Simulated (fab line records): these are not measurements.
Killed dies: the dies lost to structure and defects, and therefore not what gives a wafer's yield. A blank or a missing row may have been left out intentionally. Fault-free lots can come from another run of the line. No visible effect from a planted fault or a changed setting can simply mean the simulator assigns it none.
One fault seen from 2 desks -- flow ritCmos -- every desk sees just its own numbers, and what lay behind them comes last

THE TOOL OWNER'S DESK: pvdSputter-03
The tool's own readings at RIT_M1_SPUTTER_00 (material Al, target thk 400 nm, time 522.8 s): means of the sampled wafers that have a number, for each lot that ran on this tool. If a lot's mean is further than 4 standard deviations from the usual mean, the lot is out of limits and carries the mark OUT (the distance appears in the brackets).
Columns: A = throttleValvePct at RIT_M1_SPUTTER_00, usual 29.7 %
lot,first seen here,A
L425,day 3 07:20,29.7
L429,day 4 06:58,29.8
L432,day 4 21:42,30.3
L436,day 5 18:35,30.0
L438,day 6 02:02,29.8
L448,day 8 09:50,29.2
This desk found nothing out of limits on any of the 6 lots.

THE METROLOGY DESK
What the gauges read for every lot (on any tool): the sampled wafers with a number, averaged. If a lot's mean is further than 4 standard deviations from the usual mean, the lot is out of limits and carries the mark OUT (the distance appears in the brackets).
Columns: A = PSD_RS at RIT_SDANNEAL_RS_MEAS_04, usual 114.9 ohm/sq; B = SILICIDE_TI_THK at RIT_SILICIDE_THK_MEAS_03, usual 31.19 nm; C = M1_AL_RS at RIT_M1_RS_MEAS_01, usual 0.0698 ohm/sq; D = M1_AL_THK at RIT_M1_THK_MEAS_02, usual 412 nm
lot,first seen here,A,B,C,D
L425,day 3 04:09,114.9,31.47,0.0696,415
L426,day 3 08:23,115.1,31.09,0.0692,418
L428,day 3 21:48,114.9,31.40,0.0697,410
L429,day 4 03:24,115.1,31.16,0.0701,412
L430,day 4 05:24,115.4,31.46,0.0704,411
L432,day 4 18:16,114.8,31.41,0.0693,414
L435,day 5 08:53,114.7,31.53,0.0702,410
L436,day 5 10:52,114.6,31.21,0.0646 (-11) OUT,449 (+10) OUT
L438,day 5 22:44,115.1,31.13,0.0647 (-10) OUT,454 (+12) OUT
L444,day 7 08:31,114.4,31.28,0.0699,411
L447,day 7 22:02,114.9,30.64,0.0696,412
L448,day 8 06:26,115.3,31.21,0.0707,404
This desk finds L436, L438 out of limits, with the earliest case on L436 at day 5 18:52 (M1_AL_RS at RIT_M1_RS_MEAS_01). L425, L426, L428, L429, L430, L432, L435, L444, L447, L448 stayed within limits.

BROUGHT TOGETHER
L436, L438 would have let the metrology desk raise an alarm at day 5 18:52.
The desk of the tool owner found nothing out of limits.
On record at the tool owner's desk: L436, L438, within its limits.
Of the lots named, all ran RIT_M1_SPUTTER_00 on pvdSputter-03.

WHAT THE SIMULATOR PUT IN
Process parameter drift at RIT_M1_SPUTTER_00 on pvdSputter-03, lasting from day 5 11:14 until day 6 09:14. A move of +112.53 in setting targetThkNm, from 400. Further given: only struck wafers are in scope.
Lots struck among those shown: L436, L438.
Delay in hours, fault start to first out-of-limits reading, per desk: metrology desk 8.
